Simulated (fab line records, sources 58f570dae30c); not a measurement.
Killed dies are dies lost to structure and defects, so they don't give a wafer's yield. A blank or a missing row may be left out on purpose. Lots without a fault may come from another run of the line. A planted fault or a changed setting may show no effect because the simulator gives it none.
Chamber matching | flow berkeley_cmos170 | UCB170_V2_CMP_02 on cmp-02: 4 sister chambers
The step polishes SiO2. 8 wafers are shown with their chamber, then 11 later ones without.

WAFERS WITH THEIR CHAMBER
wafer  | chamber | motor_current_A (A)
L726.3 | 0       | 20.1
L725.4 | 3       | 14.9
L725.5 | 2       | 17.7
L725.6 | 1       | 17.1
L729.2 | 0       | 19.8
L729.3 | 1       | 16.6
L729.4 | 2       | 18.4
L733.3 | 3       | 15.2

WAFERS WITHOUT THEIR CHAMBER
wafer  | motor_current_A (A)
L733.4 | 19.5
L733.5 | 16.7
L737.2 | 15.0
L737.3 | 19.4
L737.4 | 16.6
L736.1 | 15.5
L736.4 | 17.9
L736.6 | 19.0
L739.1 | 17.6
L739.2 | 19.8
L739.6 | 19.4

WHICH CHAMBER EACH WENT THROUGH
wafer  | from the rows above     | in truth
L733.4 | 0                       | 0
L733.5 | 1                       | 1
L737.2 | 3                       | 3
L737.3 | 0                       | 0
L737.4 | 1                       | 1
L736.1 | 3                       | 3
L736.4 | 2                       | 2
L736.6 | can't be placed: 0 or 2 | 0
L739.1 | can't be placed: 2 or 1 | 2
L739.2 | 0                       | 0
L739.6 | 0                       | 0
Placed correctly: 9 of 11. Can't be placed from these rows: 2 (the true chamber is among the candidates in 2). Placed wrongly: 0.
How it was worked out, from the rows above alone: a wafer's distance from a chamber is the root of the sum, over the readings, of the square of ((its reading less the chamber's mean) divided by the reading's scatter). The wafer belongs to the nearest chamber; if the next one is less than 2 further off, it can't be placed. A chamber's mean is the mean of its shown wafers. The scatter: the root of (the sum of the squares of (reading less its chamber's mean) over the shown wafers, divided by (wafers less chambers)).
